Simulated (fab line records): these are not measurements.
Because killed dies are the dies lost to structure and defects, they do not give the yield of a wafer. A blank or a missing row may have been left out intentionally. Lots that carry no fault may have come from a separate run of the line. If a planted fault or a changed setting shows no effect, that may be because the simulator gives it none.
fab line records :: flow berkeley-cmos170 :: part 2 of 2: steps 33 to 42 of 42
[record]
  lots = 5
  wafers = 15
  last-day = 11
route steps=331 shown SPACER@172 PSD@175 NSD@187 BACKSIDE@199 SDANNEAL@204 PLDD@208 NLDD@209 SILICIDE@210
lots with no fault: from the same line, run without faults
start-h: start of the lot's first displayed wafer, in hours after the record's first day :: wait-h: time in hours since the lot's previous step :: " the same as in the row above :: L1.1+2: several wafers, shown together as one row :: - no value, or no start was given :: * or withheld: withheld :: < > ~ a bound
route shown NAME@n: a module of which the file shows steps, and the number in the route of the first :: usual: mean and standard deviation over wafers with no fault :: same: alike in all rows :: chamber/n: place in a boat :: sites: each site's reading :: _std_site: standard deviation across them :: _edge_site: outer sites' mean less inner sites' :: radius-mm: for every site, how far away it sits from the centre of the wafer :: mask NAME#n: copy n :: behind: the tool/chamber that last shaped the wafer :: hold: reason for holding the lot/hours on hold/outcome of the hold :: device: which transistor (n, p or np) failed to switch :: end of line: the route-end tests of the same wafers :: for a step that has no rows: nothing shown but its recipe :: killed: count of dies lost to structure and defects at first sort (not the wafer's yield) :: map: dies across one wafer; x = killed, . = not, _ = none there
set.NAME: the run value of the setting; set.NAME@STEP: its run value at that earlier step :: model.NAME: the simulator's own value behind a step, which no gauge read
lots seen at some steps along the route; tables by step, rows by wafer
services: when a tool's chamber went out of use (start-h, in hours from the record's first day, below 0 if earlier), for how many hours, and the reason
[[steps]]
[step UCB170_SDANNEAL_RTA_00]
[recipe]
  temp-c = 900
  time-s = 10
  ambient = N2
[usual]
  lamp-power-pct = 23.54/0.06
  wafer_temp_C_max = 905.4/1.1
lot.wafer: L078.2
tool: rtp-anneal-01
chamber: 0
start-h: 165.11
wait-h: 0.0
lamp-power-pct: 23.57
wafer_temp_C_max: 907.6

lot.wafer: L078.4
tool: rtp-anneal-01
chamber: 0
start-h: 165.11
wait-h: 0.0
lamp-power-pct: 23.57
wafer_temp_C_max: 905.2

lot.wafer: L078.5
tool: rtp-anneal-01
chamber: 0
start-h: 165.11
wait-h: 0.0
lamp-power-pct: 23.60
wafer_temp_C_max: 905.9

lot.wafer: L083.2
tool: rtp-anneal-01
chamber: 0
start-h: 180.80
wait-h: 0.0
lamp-power-pct: 23.61
wafer_temp_C_max: 907.0

lot.wafer: L083.5
tool: rtp-anneal-01
chamber: 0
start-h: 180.80
wait-h: 0.0
lamp-power-pct: 23.59
wafer_temp_C_max: 903.9

lot.wafer: L083.6
tool: rtp-anneal-01
chamber: 0
start-h: 180.80
wait-h: 0.0
lamp-power-pct: 23.55
wafer_temp_C_max: 903.3

lot.wafer: L084.2
tool: rtp-anneal-01
chamber: 0
start-h: 196.07
wait-h: 0.0
lamp-power-pct: 23.58
wafer_temp_C_max: 906.0

lot.wafer: L084.5
tool: rtp-anneal-01
chamber: 0
start-h: 196.07
wait-h: 0.0
lamp-power-pct: 23.58
wafer_temp_C_max: 907.0

lot.wafer: L084.6
tool: rtp-anneal-01
chamber: 0
start-h: 196.07
wait-h: 0.0
lamp-power-pct: 23.61
wafer_temp_C_max: 906.1

lot.wafer: L093.1
tool: rtp-anneal-01
chamber: 0
start-h: 228.54
wait-h: 0.0
lamp-power-pct: 23.65
wafer_temp_C_max: 904.7

lot.wafer: L093.2
tool: rtp-anneal-01
chamber: 0
start-h: 228.54
wait-h: 0.0
lamp-power-pct: 23.61
wafer_temp_C_max: 906.0

lot.wafer: L093.4
tool: rtp-anneal-01
chamber: 0
start-h: 228.54
wait-h: 0.0
lamp-power-pct: 23.56
wafer_temp_C_max: 907.5

lot.wafer: L094.1
tool: rtp-anneal-01
chamber: 0
start-h: 228.94
wait-h: 0.0
lamp-power-pct: 23.59
wafer_temp_C_max: 905.9

lot.wafer: L094.2
tool: rtp-anneal-01
chamber: 0
start-h: 228.94
wait-h: 0.0
lamp-power-pct: 23.60
wafer_temp_C_max: 904.4

lot.wafer: L094.4
tool: rtp-anneal-01
chamber: 0
start-h: 228.94
wait-h: 0.0
lamp-power-pct: 23.62
wafer_temp_C_max: 905.5
[step UCB170_SDANNEAL_RTA_01]
[recipe]
  temp-c = 1050
  time-s = 5
  ambient = N2
[usual]
  lamp-power-pct = 36.36/0.091
  wafer_temp_C_max = 1056.1/1.4
lot.wafer: L078.2
tool: rtp-anneal-01
chamber: 0
start-h: 165.17
wait-h: 0.1
lamp-power-pct: 36.45
wafer_temp_C_max: 1055.5

lot.wafer: L078.4
tool: rtp-anneal-01
chamber: 0
start-h: 165.17
wait-h: 0.1
lamp-power-pct: 36.44
wafer_temp_C_max: 1056.3

lot.wafer: L078.5
tool: rtp-anneal-01
chamber: 0
start-h: 165.17
wait-h: 0.1
lamp-power-pct: 36.43
wafer_temp_C_max: 1056.1

lot.wafer: L083.2
tool: rtp-anneal-01
chamber: 0
start-h: 180.86
wait-h: 0.1
lamp-power-pct: 36.46
wafer_temp_C_max: 1056.8

lot.wafer: L083.5
tool: rtp-anneal-01
chamber: 0
start-h: 180.86
wait-h: 0.1
lamp-power-pct: 36.42
wafer_temp_C_max: 1056.3

lot.wafer: L083.6
tool: rtp-anneal-01
chamber: 0
start-h: 180.86
wait-h: 0.1
lamp-power-pct: 36.42
wafer_temp_C_max: 1057.6

lot.wafer: L084.2
tool: rtp-anneal-01
chamber: 0
start-h: 196.14
wait-h: 0.1
lamp-power-pct: 36.38
wafer_temp_C_max: 1056.8

lot.wafer: L084.5
tool: rtp-anneal-01
chamber: 0
start-h: 196.14
wait-h: 0.1
lamp-power-pct: 36.42
wafer_temp_C_max: 1057.8

lot.wafer: L084.6
tool: rtp-anneal-01
chamber: 0
start-h: 196.14
wait-h: 0.1
lamp-power-pct: 36.43
wafer_temp_C_max: 1055.9

lot.wafer: L093.1
tool: rtp-anneal-01
chamber: 0
start-h: 228.60
wait-h: 0.1
lamp-power-pct: 36.41
wafer_temp_C_max: 1057.6

lot.wafer: L093.2
tool: rtp-anneal-01
chamber: 0
start-h: 228.60
wait-h: 0.1
lamp-power-pct: 36.48
wafer_temp_C_max: 1057.1

lot.wafer: L093.4
tool: rtp-anneal-01
chamber: 0
start-h: 228.60
wait-h: 0.1
lamp-power-pct: 36.45
wafer_temp_C_max: 1055.2

lot.wafer: L094.1
tool: rtp-anneal-01
chamber: 0
start-h: 229.00
wait-h: 0.1
lamp-power-pct: 36.47
wafer_temp_C_max: 1056.4

lot.wafer: L094.2
tool: rtp-anneal-01
chamber: 0
start-h: 229.00
wait-h: 0.1
lamp-power-pct: 36.45
wafer_temp_C_max: 1057.0

lot.wafer: L094.4
tool: rtp-anneal-01
chamber: 0
start-h: 229.00
wait-h: 0.1
lamp-power-pct: 36.40
wafer_temp_C_max: 1056.8
[step UCB170_SDANNEAL_RS_MEAS_02]
[recipe]
  thk-meas-gauge = four-point-probe
[usual]
  PSD_RS = 75.6/0.41
lot.wafer: L078.2
tool: film-metro-01
chamber: -
start-h: 165.24
wait-h: 0.1
PSD_RS[ohm/sq]: 75.8

lot.wafer: L078.4
tool: film-metro-01
chamber: -
start-h: 165.24
wait-h: 0.1
PSD_RS[ohm/sq]: 75.8

lot.wafer: L078.5
tool: film-metro-01
chamber: -
start-h: 165.24
wait-h: 0.1
PSD_RS[ohm/sq]: 75.8

lot.wafer: L083.2
tool: film-metro-04
chamber: -
start-h: 180.93
wait-h: 0.1
PSD_RS[ohm/sq]: 75.6

lot.wafer: L083.5
tool: film-metro-04
chamber: -
start-h: 180.93
wait-h: 0.1
PSD_RS[ohm/sq]: 75.7

lot.wafer: L083.6
tool: film-metro-04
chamber: -
start-h: 180.93
wait-h: 0.1
PSD_RS[ohm/sq]: 75.7

lot.wafer: L084.2
tool: film-metro-01
chamber: -
start-h: 196.21
wait-h: 0.1
PSD_RS[ohm/sq]: 75.5

lot.wafer: L084.5
tool: film-metro-01
chamber: -
start-h: 196.21
wait-h: 0.1
PSD_RS[ohm/sq]: 75.8

lot.wafer: L084.6
tool: film-metro-01
chamber: -
start-h: 196.21
wait-h: 0.1
PSD_RS[ohm/sq]: 75.6

lot.wafer: L093.1
tool: film-metro-01
chamber: -
start-h: 228.83
wait-h: 0.2
PSD_RS[ohm/sq]: 75.9

lot.wafer: L093.2
tool: film-metro-01
chamber: -
start-h: 228.83
wait-h: 0.2
PSD_RS[ohm/sq]: 76.0

lot.wafer: L093.4
tool: film-metro-01
chamber: -
start-h: 228.83
wait-h: 0.2
PSD_RS[ohm/sq]: 75.5

lot.wafer: L094.1
tool: film-metro-02
chamber: -
start-h: 229.06
wait-h: 0.0
PSD_RS[ohm/sq]: 75.5

lot.wafer: L094.2
tool: film-metro-02
chamber: -
start-h: 229.06
wait-h: 0.0
PSD_RS[ohm/sq]: 75.4

lot.wafer: L094.4
tool: film-metro-02
chamber: -
start-h: 229.06
wait-h: 0.0
PSD_RS[ohm/sq]: 75.3
[step UCB170_SDANNEAL_RS_MEAS_03]
[recipe]
  thk-meas-gauge = four-point-probe
[usual]
  NSD_RS = 37.67/0.1
lot.wafer: L078.2
tool: film-metro-01
chamber: -
start-h: 165.36
wait-h: 0.1
NSD_RS[ohm/sq]: 37.66

lot.wafer: L078.4
tool: film-metro-01
chamber: -
start-h: 165.36
wait-h: 0.1
NSD_RS[ohm/sq]: 37.57

lot.wafer: L078.5
tool: film-metro-01
chamber: -
start-h: 165.36
wait-h: 0.1
NSD_RS[ohm/sq]: 37.62

lot.wafer: L083.2
tool: film-metro-04
chamber: -
start-h: 181.05
wait-h: 0.1
NSD_RS[ohm/sq]: 37.77

lot.wafer: L083.5
tool: film-metro-04
chamber: -
start-h: 181.05
wait-h: 0.1
NSD_RS[ohm/sq]: 37.61

lot.wafer: L083.6
tool: film-metro-04
chamber: -
start-h: 181.05
wait-h: 0.1
NSD_RS[ohm/sq]: 37.69

lot.wafer: L084.2
tool: film-metro-01
chamber: -
start-h: 196.33
wait-h: 0.1
NSD_RS[ohm/sq]: 37.75

lot.wafer: L084.5
tool: film-metro-01
chamber: -
start-h: 196.33
wait-h: 0.1
NSD_RS[ohm/sq]: 37.70

lot.wafer: L084.6
tool: film-metro-01
chamber: -
start-h: 196.33
wait-h: 0.1
NSD_RS[ohm/sq]: 37.68

lot.wafer: L093.1
tool: film-metro-01
chamber: -
start-h: 228.95
wait-h: 0.1
NSD_RS[ohm/sq]: 37.54

lot.wafer: L093.2
tool: film-metro-01
chamber: -
start-h: 228.95
wait-h: 0.1
NSD_RS[ohm/sq]: 37.56

lot.wafer: L093.4
tool: film-metro-01
chamber: -
start-h: 228.95
wait-h: 0.1
NSD_RS[ohm/sq]: 37.44

lot.wafer: L094.1
tool: film-metro-02
chamber: -
start-h: 229.18
wait-h: 0.1
NSD_RS[ohm/sq]: 37.49

lot.wafer: L094.2
tool: film-metro-02
chamber: -
start-h: 229.18
wait-h: 0.1
NSD_RS[ohm/sq]: 37.52

lot.wafer: L094.4
tool: film-metro-02
chamber: -
start-h: 229.18
wait-h: 0.1
NSD_RS[ohm/sq]: 37.50
[step UCB170_SDANNEAL_RS_MEAS_04]
[recipe]
  thk-meas-gauge = four-point-probe
[usual]
  PLDD_RS = 1021.5/3
lot.wafer: L078.2
tool: film-metro-01
chamber: -
start-h: 165.48
wait-h: 0.1
PLDD_RS[ohm/sq]: 1016.5

lot.wafer: L078.4
tool: film-metro-01
chamber: -
start-h: 165.48
wait-h: 0.1
PLDD_RS[ohm/sq]: 1014.8

lot.wafer: L078.5
tool: film-metro-01
chamber: -
start-h: 165.48
wait-h: 0.1
PLDD_RS[ohm/sq]: 1017.4

lot.wafer: L083.2
tool: film-metro-04
chamber: -
start-h: 181.17
wait-h: 0.1
PLDD_RS[ohm/sq]: 1021.1

lot.wafer: L083.5
tool: film-metro-04
chamber: -
start-h: 181.17
wait-h: 0.1
PLDD_RS[ohm/sq]: 1021.3

lot.wafer: L083.6
tool: film-metro-04
chamber: -
start-h: 181.17
wait-h: 0.1
PLDD_RS[ohm/sq]: 1022.1

lot.wafer: L084.2
tool: film-metro-01
chamber: -
start-h: 196.45
wait-h: 0.1
PLDD_RS[ohm/sq]: 1023.4

lot.wafer: L084.5
tool: film-metro-01
chamber: -
start-h: 196.45
wait-h: 0.1
PLDD_RS[ohm/sq]: 1021.7

lot.wafer: L084.6
tool: film-metro-01
chamber: -
start-h: 196.45
wait-h: 0.1
PLDD_RS[ohm/sq]: 1023.4

lot.wafer: L093.1
tool: film-metro-01
chamber: -
start-h: 229.07
wait-h: 0.1
PLDD_RS[ohm/sq]: 1020.9

lot.wafer: L093.2
tool: film-metro-01
chamber: -
start-h: 229.07
wait-h: 0.1
PLDD_RS[ohm/sq]: 1019.8

lot.wafer: L093.4
tool: film-metro-01
chamber: -
start-h: 229.07
wait-h: 0.1
PLDD_RS[ohm/sq]: 1020.3

lot.wafer: L094.1
tool: film-metro-02
chamber: -
start-h: 229.30
wait-h: 0.1
PLDD_RS[ohm/sq]: 1021.4

lot.wafer: L094.2
tool: film-metro-02
chamber: -
start-h: 229.30
wait-h: 0.1
PLDD_RS[ohm/sq]: 1021.5

lot.wafer: L094.4
tool: film-metro-02
chamber: -
start-h: 229.30
wait-h: 0.1
PLDD_RS[ohm/sq]: 1020.0
[step UCB170_SDANNEAL_RS_MEAS_05]
[recipe]
  thk-meas-gauge = four-point-probe
[usual]
  NLDD_RS = 615.2/1.8
lot.wafer: L078.2
tool: film-metro-01
chamber: -
start-h: 165.60
wait-h: 0.1
NLDD_RS[ohm/sq]: 613.4

lot.wafer: L078.4
tool: film-metro-01
chamber: -
start-h: 165.60
wait-h: 0.1
NLDD_RS[ohm/sq]: 614.4

lot.wafer: L078.5
tool: film-metro-01
chamber: -
start-h: 165.60
wait-h: 0.1
NLDD_RS[ohm/sq]: 612.5

lot.wafer: L083.2
tool: film-metro-04
chamber: -
start-h: 181.29
wait-h: 0.1
NLDD_RS[ohm/sq]: 617.6

lot.wafer: L083.5
tool: film-metro-04
chamber: -
start-h: 181.29
wait-h: 0.1
NLDD_RS[ohm/sq]: 616.9

lot.wafer: L083.6
tool: film-metro-04
chamber: -
start-h: 181.29
wait-h: 0.1
NLDD_RS[ohm/sq]: 615.1

lot.wafer: L084.2
tool: film-metro-01
chamber: -
start-h: 196.57
wait-h: 0.1
NLDD_RS[ohm/sq]: 612.9

lot.wafer: L084.5
tool: film-metro-01
chamber: -
start-h: 196.57
wait-h: 0.1
NLDD_RS[ohm/sq]: 616.3

lot.wafer: L084.6
tool: film-metro-01
chamber: -
start-h: 196.57
wait-h: 0.1
NLDD_RS[ohm/sq]: 616.3

lot.wafer: L093.1
tool: film-metro-01
chamber: -
start-h: 229.19
wait-h: 0.1
NLDD_RS[ohm/sq]: 614.1

lot.wafer: L093.2
tool: film-metro-01
chamber: -
start-h: 229.19
wait-h: 0.1
NLDD_RS[ohm/sq]: 615.9

lot.wafer: L093.4
tool: film-metro-01
chamber: -
start-h: 229.19
wait-h: 0.1
NLDD_RS[ohm/sq]: 615.6

lot.wafer: L094.1
tool: film-metro-02
chamber: -
start-h: 229.42
wait-h: 0.1
NLDD_RS[ohm/sq]: 615.0

lot.wafer: L094.2
tool: film-metro-02
chamber: -
start-h: 229.42
wait-h: 0.1
NLDD_RS[ohm/sq]: 615.5

lot.wafer: L094.4
tool: film-metro-02
chamber: -
start-h: 229.42
wait-h: 0.1
NLDD_RS[ohm/sq]: 614.5
[step UCB170_SILICIDE_PRE_CLEAN_00]
[recipe]
  gas = Ar
  preclean-etch-time-s = 60
[same]
  preclean-etch-time-s = 60
lot.wafer: L078.2+4+5
tool: pvd-sputter-01
chamber: -
start-h: 165.70
wait-h: 0.1

lot.wafer: L083.2+5+6
tool: pvd-sputter-02
chamber: -
start-h: 181.39
wait-h: 0.1

lot.wafer: L084.2+5+6
tool: pvd-sputter-01
chamber: -
start-h: 196.67
wait-h: 0.1

lot.wafer: L093.1+2+4
tool: pvd-sputter-03
chamber: -
start-h: 229.31
wait-h: 0.1

lot.wafer: L094.1+2+4
tool: pvd-sputter-01
chamber: -
start-h: 229.54
wait-h: 0.1
[step UCB170_SILICIDE_SPUTTER_01]
[recipe]
  material = Ti
  target-thk-nm = 30
  time-s = 25
  power-w = 1500
  chamber-pressure-pa = 0.5
[usual]
  throttle-valve-pct = 29.6/0.86
lot.wafer: L078.2
tool: pvd-sputter-01
chamber: -
start-h: 165.77
wait-h: 0.0
throttle-valve-pct: 29.3

lot.wafer: L078.4
tool: pvd-sputter-01
chamber: -
start-h: 165.77
wait-h: 0.0
throttle-valve-pct: 30.6

lot.wafer: L078.5
tool: pvd-sputter-01
chamber: -
start-h: 165.77
wait-h: 0.0
throttle-valve-pct: 29.5

lot.wafer: L083.2
tool: pvd-sputter-02
chamber: -
start-h: 181.46
wait-h: 0.0
throttle-valve-pct: 30.6

lot.wafer: L083.5
tool: pvd-sputter-02
chamber: -
start-h: 181.46
wait-h: 0.0
throttle-valve-pct: 30.7

lot.wafer: L083.6
tool: pvd-sputter-02
chamber: -
start-h: 181.46
wait-h: 0.0
throttle-valve-pct: 29.9

lot.wafer: L084.2
tool: pvd-sputter-01
chamber: -
start-h: 196.73
wait-h: 0.0
throttle-valve-pct: 30.8

lot.wafer: L084.5
tool: pvd-sputter-01
chamber: -
start-h: 196.73
wait-h: 0.0
throttle-valve-pct: 30.9

lot.wafer: L084.6
tool: pvd-sputter-01
chamber: -
start-h: 196.73
wait-h: 0.0
throttle-valve-pct: 28.9

lot.wafer: L093.1
tool: pvd-sputter-03
chamber: -
start-h: 229.38
wait-h: 0.0
throttle-valve-pct: 29.4

lot.wafer: L093.2
tool: pvd-sputter-03
chamber: -
start-h: 229.38
wait-h: 0.0
throttle-valve-pct: 27.8

lot.wafer: L093.4
tool: pvd-sputter-03
chamber: -
start-h: 229.38
wait-h: 0.0
throttle-valve-pct: 29.4

lot.wafer: L094.1
tool: pvd-sputter-01
chamber: -
start-h: 229.61
wait-h: 0.0
throttle-valve-pct: 28.9

lot.wafer: L094.2
tool: pvd-sputter-01
chamber: -
start-h: 229.61
wait-h: 0.0
throttle-valve-pct: 30.0

lot.wafer: L094.4
tool: pvd-sputter-01
chamber: -
start-h: 229.61
wait-h: 0.0
throttle-valve-pct: 29.2
[step UCB170_SILICIDE_RS_MEAS_02]
[recipe]
  thk-meas-gauge = four-point-probe
  reads = Ti_of_SILICIDE_SPUTTER_01
[usual]
  SILICIDE_TI_RS = 26.4/0.47
lot.wafer: L078.2
tool: film-metro-03
chamber: -
start-h: 165.82
wait-h: 0.0
SILICIDE_TI_RS[ohm/sq]: 27.0

lot.wafer: L078.4
tool: film-metro-03
chamber: -
start-h: 165.82
wait-h: 0.0
SILICIDE_TI_RS[ohm/sq]: 26.3

lot.wafer: L078.5
tool: film-metro-03
chamber: -
start-h: 165.82
wait-h: 0.0
SILICIDE_TI_RS[ohm/sq]: 26.5

lot.wafer: L083.2
tool: film-metro-04
chamber: -
start-h: 181.51
wait-h: 0.0
SILICIDE_TI_RS[ohm/sq]: 26.1

lot.wafer: L083.5
tool: film-metro-04
chamber: -
start-h: 181.51
wait-h: 0.0
SILICIDE_TI_RS[ohm/sq]: 27.0

lot.wafer: L083.6
tool: film-metro-04
chamber: -
start-h: 181.51
wait-h: 0.0
SILICIDE_TI_RS[ohm/sq]: 27.0

lot.wafer: L084.2
tool: film-metro-02
chamber: -
start-h: 196.78
wait-h: 0.0
SILICIDE_TI_RS[ohm/sq]: 25.7

lot.wafer: L084.5
tool: film-metro-02
chamber: -
start-h: 196.78
wait-h: 0.0
SILICIDE_TI_RS[ohm/sq]: 25.8

lot.wafer: L084.6
tool: film-metro-02
chamber: -
start-h: 196.78
wait-h: 0.0
SILICIDE_TI_RS[ohm/sq]: 25.5

lot.wafer: L093.1
tool: film-metro-04
chamber: -
start-h: 229.41
wait-h: 0.0
SILICIDE_TI_RS[ohm/sq]: 27.2

lot.wafer: L093.2
tool: film-metro-04
chamber: -
start-h: 229.41
wait-h: 0.0
SILICIDE_TI_RS[ohm/sq]: 27.1

lot.wafer: L093.4
tool: film-metro-04
chamber: -
start-h: 229.41
wait-h: 0.0
SILICIDE_TI_RS[ohm/sq]: 26.5

lot.wafer: L094.1
tool: film-metro-03
chamber: -
start-h: 229.64
wait-h: 0.0
SILICIDE_TI_RS[ohm/sq]: 26.0

lot.wafer: L094.2
tool: film-metro-03
chamber: -
start-h: 229.64
wait-h: 0.0
SILICIDE_TI_RS[ohm/sq]: 26.5

lot.wafer: L094.4
tool: film-metro-03
chamber: -
start-h: 229.64
wait-h: 0.0
SILICIDE_TI_RS[ohm/sq]: 26.8
[step UCB170_SILICIDE_THK_MEAS_03]
[recipe]
  thk-meas-gauge = xrf
  reads = Ti_of_SILICIDE_SPUTTER_01
[usual]
  SILICIDE_TI_THK = 30.3/0.47
lot.wafer: L078.2
tool: film-metro-03
chamber: -
start-h: 165.93
wait-h: 0.1
SILICIDE_TI_THK[nm]: 29.6

lot.wafer: L078.4
tool: film-metro-03
chamber: -
start-h: 165.93
wait-h: 0.1
SILICIDE_TI_THK[nm]: 30.3

lot.wafer: L078.5
tool: film-metro-03
chamber: -
start-h: 165.93
wait-h: 0.1
SILICIDE_TI_THK[nm]: 30.2

lot.wafer: L083.2
tool: film-metro-04
chamber: -
start-h: 181.62
wait-h: 0.1
SILICIDE_TI_THK[nm]: 30.7

lot.wafer: L083.5
tool: film-metro-04
chamber: -
start-h: 181.62
wait-h: 0.1
SILICIDE_TI_THK[nm]: 29.9

lot.wafer: L083.6
tool: film-metro-04
chamber: -
start-h: 181.62
wait-h: 0.1
SILICIDE_TI_THK[nm]: 29.9

lot.wafer: L084.2
tool: film-metro-02
chamber: -
start-h: 196.89
wait-h: 0.1
SILICIDE_TI_THK[nm]: 30.7

lot.wafer: L084.5
tool: film-metro-02
chamber: -
start-h: 196.89
wait-h: 0.1
SILICIDE_TI_THK[nm]: 30.8

lot.wafer: L084.6
tool: film-metro-02
chamber: -
start-h: 196.89
wait-h: 0.1
SILICIDE_TI_THK[nm]: 31.0

lot.wafer: L093.1
tool: film-metro-04
chamber: -
start-h: 229.53
wait-h: 0.1
SILICIDE_TI_THK[nm]: 29.5

lot.wafer: L093.2
tool: film-metro-04
chamber: -
start-h: 229.53
wait-h: 0.1
SILICIDE_TI_THK[nm]: 29.4

lot.wafer: L093.4
tool: film-metro-04
chamber: -
start-h: 229.53
wait-h: 0.1
SILICIDE_TI_THK[nm]: 30.1

lot.wafer: L094.1
tool: film-metro-03
chamber: -
start-h: 229.76
wait-h: 0.1
SILICIDE_TI_THK[nm]: 30.6

lot.wafer: L094.2
tool: film-metro-03
chamber: -
start-h: 229.76
wait-h: 0.1
SILICIDE_TI_THK[nm]: 30.1

lot.wafer: L094.4
tool: film-metro-03
chamber: -
start-h: 229.76
wait-h: 0.1
SILICIDE_TI_THK[nm]: 29.8
[[services]]
tool: implanter-01
chamber: -
start-h: 135.38
hours: 0.8
kind: repair

tool: rie-diel-03
chamber: 3
start-h: 135.89
hours: -
kind: clean

tool: rie-diel-03
chamber: 3
start-h: 135.89
hours: 15.0
kind: scheduled-down

tool: rie-diel-03
chamber: 3
start-h: 135.89
hours: 15.0
kind: vent-cycle

tool: implanter-01
chamber: -
start-h: 148.07
hours: 0.8
kind: repair

tool: pvd-sputter-03
chamber: -
start-h: 149.84
hours: 0.9
kind: repair

tool: krf-scanner-02
chamber: -
start-h: 151.46
hours: 0.8
kind: pm

tool: pvd-sputter-03
chamber: -
start-h: 155.67
hours: 3.0
kind: repair

tool: rie-diel-01
chamber: 0
start-h: 159.44
hours: 3.1
kind: repair

tool: krf-scanner-01
chamber: -
start-h: 163.29
hours: 0.8
kind: pm

tool: implanter-03
chamber: -
start-h: 180.00
hours: 2.7
kind: repair

tool: krf-scanner-02
chamber: -
start-h: 181.67
hours: 4.0
kind: pm

tool: pvd-sputter-01
chamber: -
start-h: 186.39
hours: 2.0
kind: repair

tool: rie-diel-01
chamber: 1
start-h: 187.11
hours: 11.5
kind: repair

tool: rie-diel-01
chamber: 2
start-h: 188.81
hours: 6.6
kind: repair

tool: pvd-sputter-02
chamber: -
start-h: 192.69
hours: 3.7
kind: repair

tool: rie-diel-03
chamber: 2
start-h: 196.71
hours: 7.8
kind: repair

tool: furnace-04
chamber: -
start-h: 215.87
hours: 3.3
kind: pm

tool: implanter-04
chamber: -
start-h: 220.82
hours: 2.1
kind: repair

tool: implanter-01
chamber: -
start-h: 221.76
hours: 6.0
kind: repair

tool: rie-diel-01
chamber: 1
start-h: 224.56
hours: 21.4
kind: repair

tool: implanter-01
chamber: -
start-h: 225.79
hours: 1.3
kind: repair

tool: rie-diel-01
chamber: -
start-h: 226.35
hours: 0.3
kind: repair

tool: rie-diel-03
chamber: 3
start-h: 227.84
hours: 10.3
kind: repair
